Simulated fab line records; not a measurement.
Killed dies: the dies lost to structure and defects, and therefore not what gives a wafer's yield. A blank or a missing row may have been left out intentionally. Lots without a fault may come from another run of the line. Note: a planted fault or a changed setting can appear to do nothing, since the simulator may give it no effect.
Code-filled problem report in 8D (eight disciplines) form | flow rit-cmos | the parts of the form that need people (team, actions taken, sign-off) are left out

## 1. THE PROBLEM
Across 6 wafers from 2 lots, GATE_POLY_THK at RIT_GATE_THK_MEAS_09 averages 356.8 nm, while fault-free wafers read 249.9 nm with a standard deviation of 2.3. That puts it +46 standard deviations away from the usual mean.
First seen on wafer L263.1, day 4 14:05, on film-metro-02. The record has a number at this step for 42 wafers belonging to 14 lots. The rule behind "out" and "out of limits": a value lying over 4 standard deviations away from the usual mean. The other wafers with a number count as sound.

## 2. WHAT THIS IS AND IS NOT
question                    | is                           | is not
which readings at this step | GATE_POLY_THK                | -
which lots                  | L263, L264                   | L254, L255, L256, L257, L258, L259, L260, L261, L262, L270, L273, L277
which wafers of those lots  | all that have a number       | -
read on which gauges        | film-metro-01, film-metro-02 | film-metro-04
when                        | from day 4 14:05             | up to then (27 sound wafers); but 9 sound wafers of L270, L273, L277 came after

## 3. WHAT RULES OUT EACH SUSPECT
Counting: any tool at a process step up to the reading is kept as a suspect provided that every lot that is out went through it and no sound lot did after the first of them.
- the gauge at RIT_GATE_THK_MEAS_09 is ruled out. The wafers that are out were read on 2 gauges (film-metro-01, film-metro-02).
- lpcvd-01 at RIT_GATE_CVD_08 (deposits poly-Si from SiH4, target thk 250 nm, time 2220 s): ruled out as a lasting fault. Sound lots L277 ran on it after its first lot that is out, L263 (day 4 12:28).
Left after counting: nothing in the record.

## 4. THE CAUSE (what the simulator had put in)
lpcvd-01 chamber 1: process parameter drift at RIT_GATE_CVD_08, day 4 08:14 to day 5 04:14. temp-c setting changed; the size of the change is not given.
It was ruled out by counting, in error; the rule expects a fault to strike all lots run on its tool from its start on, and this fault did not.

## 5. THE CHAIN OF EFFECTS, in route order
Each row: a reading whose mean over the struck wafers that have a number lies more than 3 standard deviations from the usual. Scope: only readings with a usual standard deviation given in the record; hours: median across lots of the time from each lot's start at the first step in this table that gives one to its start at this step; sigmas: change in usual standard deviations.
hours | step                 | reading             | usual      | on struck wafers | change | sigmas
0     | RIT_GATE_CVD_08      | spike-tc-centre-C   | 612.2 C    | 626.6            | +14.4  | +14
0     | RIT_GATE_CVD_08      | spike-tc-load-C     | 630.6 C    | 647.1            | +16.5  | +9.2
0     | RIT_GATE_CVD_08      | spike-tc-source-C   | 628.5 C    | 641.6            | +13.1  | +6.3
0     | RIT_GATE_CVD_08      | susceptor-temp-C    | 609.9 C    | 624.6            | +14.7  | +46
2     | RIT_GATE_THK_MEAS_09 | GATE_POLY_THK       | 249.9 nm   | 356.8            | +106.9 | +46
3     | RIT_GATE_ETCH_19     | oes-product-au      | 0.841 a.u. | 0.992            | +0.151 | +13
23    | RIT_M1_PROBE_99      | killed-at-front-end | 7          | 264              | +257   | +78
23    | RIT_M1_PROBE_99      | killed-dies         | 7          | 264              | +257   | +78
23    | RIT_M1_PROBE_99      | killed-on-rim       | 2.0        | 70.0             | +68.0  | +45
Its process steps:
- RIT_GATE_CVD_08: deposits poly-Si from SiH4, target thk 250 nm, time 2220 s.
- RIT_GATE_ETCH_19: etches poly-Si in SF6/CHF3/O2, stops on SiO2, time 168.1 s, target depth 312.5 nm.
- RIT_M1_PROBE_99

## 6. WHAT WOULD HAVE CAUGHT IT SOONER
In this record the first reading out of limits at a measuring or inspecting step was taken at day 4 14:05, 6 hours after the fault began at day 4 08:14.
At RIT_GATE_CVD_08, the tool's own readings (spike-tc-centre-C, spike-tc-load-C, spike-tc-source-C, susceptor-temp-C) were out on each struck wafer the step has a row for, so an alarm limit on them would have fired on the first such wafer.
